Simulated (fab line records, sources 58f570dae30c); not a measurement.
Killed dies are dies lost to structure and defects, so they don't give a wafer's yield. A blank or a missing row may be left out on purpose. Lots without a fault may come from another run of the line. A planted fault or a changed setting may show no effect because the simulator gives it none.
A struck lot beside a sound one | flow berkeley_cmos170 | 15 steps out of a route of 331
Sound: wafers L199.2, L199.5, L199.6. Struck: wafers L209.1, L209.2, L209.3. The cause comes at the end.
At each step with rows: each side's tool, then ch and its chambers, then its first start. Under that, the readings that differ: sound wafers | struck wafers | difference of the means | sigmas: that difference in standard deviations of wafers without a fault.
alike: readings whose means differ by less than 2 such deviations, and words and numbers that are the same on both sides. not compared: withheld readings, readings that some wafer has no value for, bounds like >300 that may hide the same value, and numbers for which the record gives no deviation and whose values overlap.
The two part at a step that has a row with sigmas, a row that says differs or no value, or rows on one side only. Numbers that don't overlap but have no deviation are shown without sigmas and don't part them. A reading that every wafer of one side lacks parts them only if that side has two wafers or more.

first, 6 steps without rows for these wafers: UCB170_M2_COAT_09; UCB170_M2_COAT_10 (resist thk 900 nm); UCB170_M2_SOFTBAKE_11 (time 60 s); UCB170_M2_EXPOSE_12 (exposes mask METAL2, target cd 700 nm); UCB170_M2_PEB_13; UCB170_M2_DEVELOP_14 (develop time 45 s).
UCB170_M2_CD_MEAS_15: target cd 700 nm.
  sound on cd_sem-01, day 11 00:19; struck on cd_sem-02, day 13 14:38
  alike: cd_nm
UCB170_M2_OVL_MEAS_16:
  sound on overlay-01, day 11 00:25; struck on overlay-02, day 13 14:45
  alike: M2_OVL
UCB170_M2_ETCH_17: etches BARC in N2/H2.
  sound on rie_diel-01 ch 1,2,3, day 11 00:27; struck on rie_diel-01 ch 0,1,3, day 13 14:47
  alike: chamber_pressure_mTorr, drypump_motor_current_A, oes_product_au, throttle_valve_pct
UCB170_M2_METAL_ETCH_18: etches Al in Cl2/BCl3, stops on SiO2, target depth 1170 nm, time 195 s.
  sound on rie_metal-04 ch 0,1, day 11 00:29; struck on rie_metal-02 ch 0,1, day 13 14:50
  reading                | sound          | struck         | difference | sigmas
  throttle_valve_pct (%) | 24.9 24.9 24.9 | 24.3 23.9 24.3 | -0.7       | -2
  alike: chamber_pressure_mTorr, drypump_motor_current_A, oes_product_au
  not compared: rf_hours_counter_h
UCB170_M2_STRIP_19: strips in O2.
  sound on plasma_asher-03 ch 0,1, day 11 00:41; struck on plasma_asher-02 ch 0,1, day 13 15:01
  alike: chamber_pressure_mTorr, drypump_motor_current_A, oes_product_au
  not compared: rf_hours_counter_h
UCB170_M2_CD_MEAS_90: target cd 700 nm.
  sound on cd_sem-01, day 11 00:48; struck on cd_sem-02, day 13 15:08
  alike: cd_nm
UCB170_V2_CVD_00: deposits SiO2 from TEOS/O2, target thk 2000 nm, time 250 s.
  sound on pecvd-03 ch 0,1,2, day 11 00:54; struck on pecvd-03 ch 0,1,2, day 13 15:34
  alike: heater_power_w
UCB170_V2_THK_MEAS_01:
  sound on film_metro-03, day 11 01:04; struck on film_metro-02, day 13 15:59
  reading          | sound          | struck         | difference | sigmas
  V2_TEOS_THK (nm) | 1978 2018 1994 | 3965 4009 3980 | +1988      | +76
UCB170_M3_PROBE_99:
  the record has rows for the sound wafers here (prober-02, day 11 07:14) and none for the struck ones

WHERE THEY PART
First at UCB170_M2_METAL_ETCH_18; last, within this record, at UCB170_M3_PROBE_99.

WHY: what the simulator had put in
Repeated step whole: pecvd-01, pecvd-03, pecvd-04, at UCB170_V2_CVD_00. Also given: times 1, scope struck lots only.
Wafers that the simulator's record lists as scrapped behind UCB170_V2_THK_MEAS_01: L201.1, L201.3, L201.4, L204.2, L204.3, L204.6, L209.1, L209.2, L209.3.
